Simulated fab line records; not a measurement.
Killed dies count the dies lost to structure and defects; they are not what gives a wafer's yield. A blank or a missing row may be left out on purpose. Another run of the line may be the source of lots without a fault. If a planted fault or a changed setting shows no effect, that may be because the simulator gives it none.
fab line records	flow rit_cmos	part 1 of 2: steps 1 to 28 of 36
record: lots: 5	wafers: 15	last_day: 7
route steps=202 shown PSD@145 SDANNEAL@153 NSD@158 PLDD@159 NLDD@160 SILICIDE@161 CONTACT@168
lots that met no fault: from a run of the same line without faults
start_h: hours from the record's opening day to when the first of the lot's shown wafers began	wait_h: hours elapsed since this lot's preceding step	" the same as in the row above	L1.1+2: one row covering several wafers at once	- either no value or no given start	* or withheld: withheld	< > ~ a bound
route shown NAME@n: NAME is a module with steps in the file, n the number in the route of the first one	usual: mean/standard deviation of fault-free wafers	same: alike in all rows	chamber/n: place in a boat	sites: the reading at each site	_std_site: their standard deviation	_edge_site: outer sites' mean less inner sites'	radius_mm: for every site, how far away it sits from the centre of the wafer	mask NAME#n: copy n	behind: the tool/chamber that last shaped the wafer	hold: why the lot was held/for how many hours/how that ended	device: which transistor (n, p or np) failed to switch	end of line: the tests these same wafers got at the end of their route	a step without rows: its recipe alone	killed: count of dies lost to structure and defects at first sort (not the wafer's yield)	map: per-die view of a wafer (x killed, . not killed, _ where there is no die)
set.NAME: the setting as run; set.NAME@STEP: as run at that earlier step	model.NAME: the simulator's own value behind a step, which no gauge read
lots seen at some steps along the route; tables by step, rows by wafer
services: from which hour (start_h, from the record's first day; less than 0 if before it) a tool's chamber was out of use, for how many hours, and why
== steps ==
step: RIT_PSD_EXPOSE_03
recipe: mask_id: M10	na: 0.57	target_cd_nm: 40900	dose_mj: 250
usual: reticle_temp_C: 23.02/0.13
same: na: 0.57
lot.wafer	tool	chamber	start_h	wait_h	mask	reticle_temp_C
L081.1	iline_stepper-02	0	84.47	0.1	M10#0	23.07
L081.3	"	0	"	"	M10#0	23.19
L081.4	"	0	"	"	M10#0	23.05
L089.2	iline_stepper-02	0	123.77	0.2	M10#0	23.02
L089.3	"	0	"	"	M10#0	22.97
L089.5	"	0	"	"	M10#0	23.08
L091.1	iline_stepper-01	0	132.98	0.1	M10#0	23.10
L091.4	"	0	"	"	M10#0	23.10
L091.6	"	0	"	"	M10#0	23.08
L093.2	iline_stepper-02	0	144.50	0.2	M10#0	23.07
L093.3	"	0	"	"	M10#0	23.30
L093.5	"	0	"	"	M10#0	22.91
L095.2	iline_stepper-02	0	154.64	0.1	M10#0	22.75
L095.3	"	0	"	"	M10#0	22.81
L095.4	"	0	"	"	M10#0	22.94
step: RIT_PSD_PEB_04
recipe: resist: NOVOLAK	temp_c: withheld	time_s: withheld
usual: chill_plate_temp_C: *
lot.wafer	tool	chamber	start_h	wait_h	chill_plate_temp_C
L081.1	litho_track-01	0	84.59	0.1	*
L081.3	"	0	"	"	*
L081.4	"	0	"	"	*
L089.2	litho_track-04	0	123.89	0.1	*
L089.3	"	0	"	"	*
L089.5	"	0	"	"	*
L091.1	litho_track-03	0	133.10	0.1	*
L091.4	"	0	"	"	*
L091.6	"	0	"	"	*
L093.2	litho_track-04	0	144.62	0.1	*
L093.3	"	0	"	"	*
L093.5	"	0	"	"	*
L095.2	litho_track-03	0	154.76	0.1	*
L095.3	"	0	"	"	*
L095.4	"	0	"	"	*
step: RIT_PSD_DEVELOP_05
recipe: resist: NOVOLAK	develop_time_s: 50	dev_temp_c: 23
usual: chill_plate_temp_C: 23.00/0.11
lot.wafer	tool	chamber	start_h	wait_h	chill_plate_temp_C
L081.1	litho_track-01	0	-	-	23.03
L081.3	"	0	"	"	22.94
L081.4	"	0	"	"	23.03
L089.2	litho_track-04	0	-	-	23.20
L089.3	"	0	"	"	23.11
L089.5	"	0	"	"	22.96
L091.1	litho_track-03	0	-	-	23.02
L091.4	"	0	"	"	22.89
L091.6	"	0	"	"	22.82
L093.2	litho_track-04	0	-	-	23.01
L093.3	"	0	"	"	22.96
L093.5	"	0	"	"	22.81
L095.2	litho_track-03	0	-	-	23.04
L095.3	"	0	"	"	22.97
L095.4	"	0	"	"	23.01
step: RIT_PSD_OVL_MEAS_06
usual: PSD_OVL: 0.0/1.3
lot.wafer	tool	chamber	start_h	wait_h	PSD_OVL[nm]
L081.1	overlay-02	-	84.87	-	-0.6
L081.3	"	-	"	"	-0.5
L081.4	"	-	"	"	0.1
L089.2	overlay-01	-	124.15	-	-0.9
L089.3	"	-	"	"	-0.3
L089.5	"	-	"	"	-0.8
L091.1	overlay-02	-	133.38	-	-2.0
L091.4	"	-	"	"	1.4
L091.6	"	-	"	"	-0.3
L093.2	overlay-02	-	144.89	-	-0.6
L093.3	"	-	"	"	0.7
L093.5	"	-	"	"	-0.4
L095.2	overlay-01	-	155.03	-	1.6
L095.3	"	-	"	"	0.3
L095.4	"	-	"	"	0.9
step: RIT_PSD_HARDBAKE_07
recipe: resist: NOVOLAK	temp_c: 140	time_s: 60
usual: chill_plate_temp_C: 23.02/0.1
lot.wafer	tool	chamber	start_h	wait_h	chill_plate_temp_C
L081.1	litho_track-01	0	84.91	0.0	23.14
L081.3	"	0	"	"	23.04
L081.4	"	0	"	"	23.16
L089.2	litho_track-01	0	124.30	0.1	22.89
L089.3	"	0	"	"	22.96
L089.5	"	0	"	"	22.85
L091.1	litho_track-01	0	133.41	0.0	22.92
L091.4	"	0	"	"	22.92
L091.6	"	0	"	"	23.08
L093.2	litho_track-01	0	144.94	0.0	23.10
L093.3	"	0	"	"	23.13
L093.5	"	0	"	"	23.09
L095.2	litho_track-03	0	155.08	0.0	23.07
L095.3	"	0	"	"	23.09
L095.4	"	0	"	"	23.17
step: RIT_PSD_IMPLANT_08
recipe: species: BF2	energy_kev: 27	dose_cm2: 5e+15	tilt_deg: 7
lot.wafer	tool	chamber	start_h	wait_h
L081.1+3+4	implanter-02	0	85.06	0.1
L089.2+3+5	implanter-04	0	124.45	0.1
L091.1+4+6	implanter-04	0	133.56	0.1
L093.2+3+5	implanter-02	0	145.09	0.1
L095.2+3+4	implanter-02	0	155.23	0.1
step: RIT_PSD_STRIP_09
recipe: chemistry: O2	time_s: 180	resist: NOVOLAK	platen_temp_c: withheld	power_w: 500	pressure_mtorr: 4000	o2_flow_sccm: 4000
usual: drypump_motor_current_A: 5.5/0.39
lot.wafer	tool	chamber	start_h	wait_h	drypump_motor_current_A	rf_hours_counter_h
L081.1	plasma_asher-03	1	85.21	0.1	5.8	43
L081.3	"	1	"	"	5.8	-
L081.4	"	0	"	"	4.8	-
L089.2	plasma_asher-01	1	124.58	0.1	5.5	49
L089.3	"	0	"	"	5.3	-
L089.5	"	0	"	"	5.3	-
L091.1	plasma_asher-04	0	133.71	0.1	5.9	2
L091.4	"	0	"	"	6.0	-
L091.6	"	1	"	"	5.3	-
L093.2	plasma_asher-04	0	145.22	0.1	5.9	3
L093.3	"	1	"	"	5.4	-
L093.5	"	1	"	"	5.4	-
L095.2	plasma_asher-01	0	155.36	0.1	5.3	52
L095.3	"	0	"	"	5.3	-
L095.4	"	1	"	"	5.5	-
step: RIT_PSD_TW_MEAS_10
usual: PSD_TW: 3413/19
lot.wafer	tool	chamber	start_h	wait_h	PSD_TW
L081.1	film_metro-04	-	85.38	0.1	3366
L081.3	"	-	"	"	3379
L081.4	"	-	"	"	3385
L089.2	film_metro-01	-	124.76	0.1	3434
L089.3	"	-	"	"	3435
L089.5	"	-	"	"	3433
L091.1	film_metro-02	-	133.89	0.1	3451
L091.4	"	-	"	"	3442
L091.6	"	-	"	"	3436
L093.2	film_metro-01	-	145.40	0.1	3406
L093.3	"	-	"	"	3409
L093.5	"	-	"	"	3397
L095.2	film_metro-01	-	155.54	0.1	3431
L095.3	"	-	"	"	3410
L095.4	"	-	"	"	3424
step: RIT_SDANNEAL_CLEAN_00
recipe: chemistry: SC1	mix: 3:3:50	time_s: 600	temp_c: 75
lot.wafer	tool	chamber	start_h	wait_h
L081.1+3+4	wet_bench-03	1	85.44	0.1
L089.2+3+5	wet_bench-04	2	124.81	0.0
L091.1+4+6	wet_bench-04	0	133.95	0.1
L093.2+3+5	wet_bench-01	2	145.45	0.0
L095.2+3+4	wet_bench-01	1	155.59	0.0
step: RIT_SDANNEAL_CLEAN_01
recipe: chemistry: dHF	dilution: 50:1	time_s: 30
lot.wafer	tool	chamber	start_h	wait_h
L081.1+3+4	wet_bench-04	0	85.63	0.0
L089.2+3+5	wet_bench-04	2	125.01	0.0
L091.1+4+6	wet_bench-01	0	134.12	0.0
L093.2+3+5	wet_bench-04	0	145.63	0.0
L095.2+3+4	wet_bench-04	2	155.80	0.0
step: RIT_SDANNEAL_CLEAN_02
recipe: chemistry: SC2	mix: 3:3:50	time_s: 600	temp_c: 75	dry: n2_spin
lot.wafer	tool	chamber	start_h	wait_h
L081.1+3+4	wet_bench-04	1	85.65	0.0
L089.2+3+5	wet_bench-04	1	125.02	0.0
L091.1+4+6	wet_bench-03	0	134.16	0.0
L093.2+3+5	wet_bench-03	2	145.65	0.0
L095.2+3+4	wet_bench-03	0	155.82	0.0
step: RIT_SDANNEAL_RTA_03
recipe: temp_c: 1050	time_s: 5	idle_temp_c: 600	ramp_up_c_per_s: 342	ramp_down_c_per_s: 171	cool_to_c: 600	ambient: N2
usual: chamber_o2_ppm: 2.006/0.022	ramp_up_c_per_s: 342.01/0.061	wafer_temp_C_max: 1053.4/1.1
lot.wafer	tool	chamber	start_h	wait_h	chamber_o2_ppm	ramp_up_c_per_s	wafer_temp_C_max
L081.1	rtp_anneal-01	0	85.84	0.0	1.986	342.01	1052.5
L081.3	"	0	"	"	1.988	342.02	1052.8
L081.4	"	0	"	"	2.008	342.06	1053.9
L089.2	rtp_anneal-01	0	125.22	0.0	2.018	342.08	1052.1
L089.3	"	0	"	"	1.968	342.03	1054.4
L089.5	"	0	"	"	2.042	341.97	1053.0
L091.1	rtp_anneal-01	0	134.33	0.0	1.973	341.98	1051.9
L091.4	"	0	"	"	2.018	342.05	1051.9
L091.6	"	0	"	"	2.025	341.95	1053.0
L093.2	rtp_anneal-01	0	145.83	0.0	1.987	342.00	1053.4
L093.3	"	0	"	"	2.023	341.98	1054.2
L093.5	"	0	"	"	2.019	341.91	1053.5
L095.2	rtp_anneal-01	0	156.00	0.0	1.996	341.94	1055.2
L095.3	"	0	"	"	1.973	341.90	1051.3
L095.4	"	0	"	"	2.007	341.96	1052.5
step: RIT_SDANNEAL_RS_MEAS_04
recipe: thk_meas_gauge: four-point-probe
usual: PSD_RS: 115.88/0.29
lot.wafer	tool	chamber	start_h	wait_h	PSD_RS[ohm/sq]
L081.1	film_metro-01	-	85.96	0.1	115.88
L081.3	"	-	"	"	116.18
L081.4	"	-	"	"	115.68
L089.2	film_metro-01	-	125.29	0.1	115.21
L089.3	"	-	"	"	116.08
L089.5	"	-	"	"	115.58
L091.1	film_metro-04	-	134.39	0.0	116.13
L091.4	"	-	"	"	115.62
L091.6	"	-	"	"	115.68
L093.2	film_metro-02	-	145.90	0.1	116.19
L093.3	"	-	"	"	116.03
L093.5	"	-	"	"	116.08
L095.2	film_metro-02	-	156.07	0.1	115.70
L095.3	"	-	"	"	115.90
L095.4	"	-	"	"	115.41
step: RIT_SDANNEAL_RS_MEAS_05
recipe: thk_meas_gauge: four-point-probe
usual: NSD_RS: 84.60/0.3
lot.wafer	tool	chamber	start_h	wait_h	NSD_RS[ohm/sq]
L081.1	film_metro-01	-	86.08	0.1	84.73
L081.3	"	-	"	"	84.61
L081.4	"	-	"	"	84.66
L089.2	film_metro-01	-	125.41	0.1	84.27
L089.3	"	-	"	"	84.04
L089.5	"	-	"	"	84.02
L091.1	film_metro-04	-	134.51	0.1	84.69
L091.4	"	-	"	"	84.54
L091.6	"	-	"	"	84.44
L093.2	film_metro-02	-	146.02	0.1	84.78
L093.3	"	-	"	"	84.82
L093.5	"	-	"	"	84.60
L095.2	film_metro-02	-	156.19	0.1	84.51
L095.3	"	-	"	"	84.72
L095.4	"	-	"	"	84.60
step: RIT_SDANNEAL_RS_MEAS_06
recipe: thk_meas_gauge: four-point-probe
usual: PLDD_RS: 178.6/0.55
lot.wafer	tool	chamber	start_h	wait_h	PLDD_RS[ohm/sq]
L081.1	film_metro-01	-	86.20	0.1	178.5
L081.3	"	-	"	"	178.5
L081.4	"	-	"	"	178.1
L089.2	film_metro-01	-	125.53	0.1	178.3
L089.3	"	-	"	"	178.1
L089.5	"	-	"	"	177.9
L091.1	film_metro-04	-	134.63	0.1	178.7
L091.4	"	-	"	"	178.3
L091.6	"	-	"	"	178.4
L093.2	film_metro-02	-	146.14	0.1	179.3
L093.3	"	-	"	"	179.2
L093.5	"	-	"	"	179.1
L095.2	film_metro-02	-	156.31	0.1	178.2
L095.3	"	-	"	"	178.3
L095.4	"	-	"	"	178.8
step: RIT_SDANNEAL_RS_MEAS_07
recipe: thk_meas_gauge: four-point-probe
usual: NLDD_RS: 151.8/0.49
lot.wafer	tool	chamber	start_h	wait_h	NLDD_RS[ohm/sq]
L081.1	film_metro-01	-	86.32	0.1	151.9
L081.3	"	-	"	"	152.1
L081.4	"	-	"	"	151.5
L089.2	film_metro-01	-	125.65	0.1	151.7
L089.3	"	-	"	"	151.8
L089.5	"	-	"	"	151.4
L091.1	film_metro-04	-	134.75	0.1	152.0
L091.4	"	-	"	"	151.9
L091.6	"	-	"	"	151.3
L093.2	film_metro-02	-	146.26	0.1	151.6
L093.3	"	-	"	"	151.8
L093.5	"	-	"	"	151.6
L095.2	film_metro-02	-	156.43	0.1	151.3
L095.3	"	-	"	"	151.3
L095.4	"	-	"	"	151.2
step: RIT_SILICIDE_WET_ETCH_00
recipe: chemistry: BOE	target: SiO2	target_depth_nm: 14	time_s: 15	dry: n2_spin	dilution: 10:1	temp_c: 21.5
lot.wafer	tool	chamber	start_h	wait_h
L081.1+3+4	wet_bench-04	0	86.44	0.1
L089.2+3+5	wet_bench-04	3	125.75	0.1
L091.1+4+6	wet_bench-02	0	134.87	0.1
L093.2+3+5	wet_bench-02	1	146.36	0.1
L095.2+3+4	wet_bench-01	3	156.53	0.1
step: RIT_SILICIDE_SPUTTER_01
recipe: material: Ti	target_thk_nm: 30	power_w: 350	chamber_pressure_pa: 0.667	gas: Ar	time_s: 240	substrate_temp_c: 25
usual: throttle_valve_pct: 29.8/1.2
lot.wafer	tool	chamber	start_h	wait_h	throttle_valve_pct
L081.1	pvd_sputter-02	-	86.45	0.0	27.9
L081.3	"	-	"	"	30.0
L081.4	"	-	"	"	27.6
L089.2	pvd_sputter-02	-	125.77	0.0	27.7
L089.3	"	-	"	"	31.5
L089.5	"	-	"	"	29.8
L091.1	pvd_sputter-02	-	134.88	0.0	31.5
L091.4	"	-	"	"	27.8
L091.6	"	-	"	"	31.5
L093.2	pvd_sputter-02	-	146.37	0.0	29.9
L093.3	"	-	"	"	27.6
L093.5	"	-	"	"	27.6
L095.2	pvd_sputter-02	-	156.55	0.0	29.4
L095.3	"	-	"	"	30.1
L095.4	"	-	"	"	28.0
step: RIT_SILICIDE_RS_MEAS_02
recipe: thk_meas_gauge: four-point-probe	reads: Ti_of_SILICIDE_SPUTTER_01
usual: SILICIDE_TI_RS: 47.9/0.61
lot.wafer	tool	chamber	start_h	wait_h	SILICIDE_TI_RS[ohm/sq]
L081.1	film_metro-03	-	86.60	0.1	47.3
L081.3	"	-	"	"	47.7
L081.4	"	-	"	"	46.9
L089.2	film_metro-02	-	125.94	0.1	47.8
L089.3	"	-	"	"	46.8
L089.5	"	-	"	"	47.5
L091.1	film_metro-03	-	135.03	0.1	47.7
L091.4	"	-	"	"	48.6
L091.6	"	-	"	"	48.2
L093.2	film_metro-01	-	146.54	0.1	47.7
L093.3	"	-	"	"	47.7
L093.5	"	-	"	"	47.7
L095.2	film_metro-01	-	156.72	0.1	48.4
L095.3	"	-	"	"	48.8
L095.4	"	-	"	"	48.5
step: RIT_SILICIDE_THK_MEAS_03
recipe: thk_meas_gauge: xrf	reads: Ti_of_SILICIDE_SPUTTER_01
usual: SILICIDE_TI_THK: 29.8/0.35
lot.wafer	tool	chamber	start_h	wait_h	SILICIDE_TI_THK[nm]
L081.1	film_metro-03	-	86.72	0.1	30.1
L081.3	"	-	"	"	30.0
L081.4	"	-	"	"	30.3
L089.2	film_metro-02	-	126.05	0.1	29.8
L089.3	"	-	"	"	30.4
L089.5	"	-	"	"	30.1
L091.1	film_metro-03	-	135.15	0.1	29.8
L091.4	"	-	"	"	29.4
L091.6	"	-	"	"	29.5
L093.2	film_metro-01	-	146.65	0.1	30.0
L093.3	"	-	"	"	30.1
L093.5	"	-	"	"	30.1
L095.2	film_metro-01	-	156.83	0.1	29.6
L095.3	"	-	"	"	29.6
L095.4	"	-	"	"	29.7
step: RIT_SILICIDE_RTA_04
recipe: temp_c: 650	time_s: 10	idle_temp_c: 25	ramp_up_s: 5	ramp_down_s: 5	cool_to_c: 25	ambient: N2
usual: chamber_o2_ppm: 1.997/0.023	wafer_temp_C_max: 652.2/0.55
lot.wafer	tool	chamber	start_h	wait_h	chamber_o2_ppm	wafer_temp_C_max
L081.1	rtp_anneal-02	0	86.78	0.1	2.011	652.9
L081.3	"	0	"	"	1.989	652.7
L081.4	"	0	"	"	1.972	652.2
L089.2	rtp_anneal-02	0	126.11	0.1	2.008	652.8
L089.3	"	0	"	"	1.978	653.0
L089.5	"	0	"	"	1.989	651.7
L091.1	rtp_anneal-02	0	135.21	0.1	1.997	653.3
L091.4	"	0	"	"	2.004	652.9
L091.6	"	0	"	"	2.005	652.3
L093.2	rtp_anneal-02	0	146.71	0.1	2.003	652.6
L093.3	"	0	"	"	1.984	652.5
L093.5	"	0	"	"	2.025	653.1
L095.2	rtp_anneal-02	0	156.89	0.1	1.943	652.5
L095.3	"	0	"	"	1.985	652.7
L095.4	"	0	"	"	1.948	652.8
step: RIT_SILICIDE_WET_ETCH_05
recipe: chemistry: SPM	target: Ti	temp_c: 90	time_s: 120	dry: n2_spin
lot.wafer	tool	chamber	start_h	wait_h
L081.1+3+4	wet_bench-01	2	86.85	0.1
L089.2+3+5	wet_bench-04	0	126.16	0.0
L091.1+4+6	wet_bench-01	3	135.28	0.1
L093.2+3+5	wet_bench-01	1	146.77	0.0
L095.2+3+4	wet_bench-02	3	156.94	0.0
step: RIT_SILICIDE_RTA_06
recipe: temp_c: 750	time_s: 10	idle_temp_c: 25	ramp_up_s: 5	ramp_down_s: 10	cool_to_c: 25	ambient: N2
usual: chamber_o2_ppm: 2.007/0.021	wafer_temp_C_max: 752.7/0.66
lot.wafer	tool	chamber	start_h	wait_h	chamber_o2_ppm	wafer_temp_C_max
L081.1	rtp_anneal-01	0	86.89	0.0	2.018	752.0
L081.3	"	0	"	"	2.028	752.0
L081.4	"	0	"	"	2.012	752.8
L089.2	rtp_anneal-01	0	126.22	0.0	2.000	751.4
L089.3	"	0	"	"	1.985	753.2
L089.5	"	0	"	"	2.008	751.8
L091.1	rtp_anneal-01	0	135.36	0.0	2.012	752.5
L091.4	"	0	"	"	2.030	751.9
L091.6	"	0	"	"	1.996	753.1
L093.2	rtp_anneal-01	0	146.82	0.0	2.006	752.4
L093.3	"	0	"	"	2.028	752.5
L093.5	"	0	"	"	2.022	752.0
L095.2	rtp_anneal-01	0	157.00	0.0	2.005	752.7
L095.3	"	0	"	"	1.962	752.5
L095.4	"	0	"	"	2.005	752.1
step: RIT_CONTACT_CVD_00
recipe: material: SiO2	target_thk_nm: 400	precursor: TEOS	temp_c: 390	time_s: 61	rf_w: 400
usual: heater_power_w: 306/56
lot.wafer	tool	chamber	start_h	wait_h	heater_power_w
L081.1	pecvd-02	2	87.02	0.1	312
L081.3	"	2	"	"	325
L081.4	"	1	"	"	234
L089.2	pecvd-04	1	126.27	0.0	282
L089.3	"	2	"	"	344
L089.5	"	2	"	"	256
L091.1	pecvd-03	0	135.43	0.1	365
L091.4	"	2	"	"	283
L091.6	"	1	"	"	266
L093.2	pecvd-02	0	146.88	0.0	359
L093.3	"	2	"	"	328
L093.5	"	0	"	"	356
L095.2	pecvd-04	2	157.05	0.0	330
L095.3	"	1	"	"	297
L095.4	"	1	"	"	213
step: RIT_CONTACT_THK_MEAS_01
recipe: reads: SiO2_of_CONTACT_CVD_00
usual: CONTACT_TEOS_THK: 400/4.6
lot.wafer	tool	chamber	start_h	wait_h	CONTACT_TEOS_THK[nm]
L081.1	film_metro-03	-	87.10	0.1	394
L081.3	"	-	"	"	400
L081.4	"	-	"	"	400
L089.2	film_metro-03	-	126.33	0.0	394
L089.3	"	-	"	"	390
L089.5	"	-	"	"	396
L091.1	film_metro-02	-	135.48	0.0	397
L091.4	"	-	"	"	402
L091.6	"	-	"	"	403
L093.2	film_metro-03	-	146.94	0.0	396
L093.3	"	-	"	"	403
L093.5	"	-	"	"	401
L095.2	film_metro-03	-	157.11	0.0	392
L095.3	"	-	"	"	404
L095.4	"	-	"	"	402
step: RIT_CONTACT_HMDS_02
recipe: prime_time_s: 60	prime_temp_c: 140
usual: chill_plate_temp_C: 23.02/0.11
lot.wafer	tool	chamber	start_h	wait_h	chill_plate_temp_C
L081.1	litho_track-02	0	87.16	0.1	23.00
L081.3	"	0	"	"	23.19
L081.4	"	0	"	"	22.96
L089.2	litho_track-02	0	126.41	0.1	23.03
L089.3	"	0	"	"	22.93
L089.5	"	0	"	"	22.87
L091.1	litho_track-02	0	135.54	0.1	23.19
L091.4	"	0	"	"	23.12
L091.6	"	0	"	"	23.07
L093.2	litho_track-03	0	147.01	0.1	22.93
L093.3	"	0	"	"	22.99
L093.5	"	0	"	"	23.07
L095.2	litho_track-04	0	157.19	0.1	23.08
L095.3	"	0	"	"	23.21
L095.4	"	0	"	"	23.20
step: RIT_CONTACT_COAT_03
recipe: resist: NOVOLAK	spin_rpm: 3250	resist_thk_nm: 1000
usual: chill_plate_temp_C: 22.98/0.11	spin_speed_rpm: 3249.8/2.2
lot.wafer	tool	chamber	start_h	wait_h	chill_plate_temp_C	spin_speed_rpm
L081.1	litho_track-02	0	87.31	0.1	22.92	3249.4
L081.3	"	0	"	"	22.97	3249.5
L081.4	"	0	"	"	23.23	3245.0
L089.2	litho_track-02	0	126.56	0.1	23.08	3248.5
L089.3	"	0	"	"	23.08	3247.8
L089.5	"	0	"	"	22.97	3251.7
L091.1	litho_track-02	0	135.69	0.1	22.88	3247.9
L091.4	"	0	"	"	22.90	3248.6
L091.6	"	0	"	"	22.91	3249.4
L093.2	litho_track-03	0	147.16	0.1	22.99	3247.7
L093.3	"	0	"	"	22.79	3247.4
L093.5	"	0	"	"	22.81	3248.4
L095.2	litho_track-04	0	157.34	0.1	22.93	3253.0
L095.3	"	0	"	"	22.83	3250.9
L095.4	"	0	"	"	22.93	3246.4
step: RIT_CONTACT_SOFTBAKE_04
recipe: resist: NOVOLAK	temp_c: 90	time_s: 60
usual: chill_plate_temp_C: 22.99/0.095
lot.wafer	tool	chamber	start_h	wait_h	chill_plate_temp_C
L081.1	litho_track-02	0	87.46	0.1	22.99
L081.3	"	0	"	"	23.13
L081.4	"	0	"	"	23.15
L089.2	litho_track-02	0	126.71	0.1	22.95
L089.3	"	0	"	"	23.05
L089.5	"	0	"	"	23.01
L091.1	litho_track-02	0	135.84	0.1	23.00
L091.4	"	0	"	"	23.14
L091.6	"	0	"	"	23.15
L093.2	litho_track-03	0	147.31	0.1	22.97
L093.3	"	0	"	"	22.95
L093.5	"	0	"	"	23.01
L095.2	litho_track-04	0	157.49	0.1	23.08
L095.3	"	0	"	"	22.86
L095.4	"	0	"	"	22.93
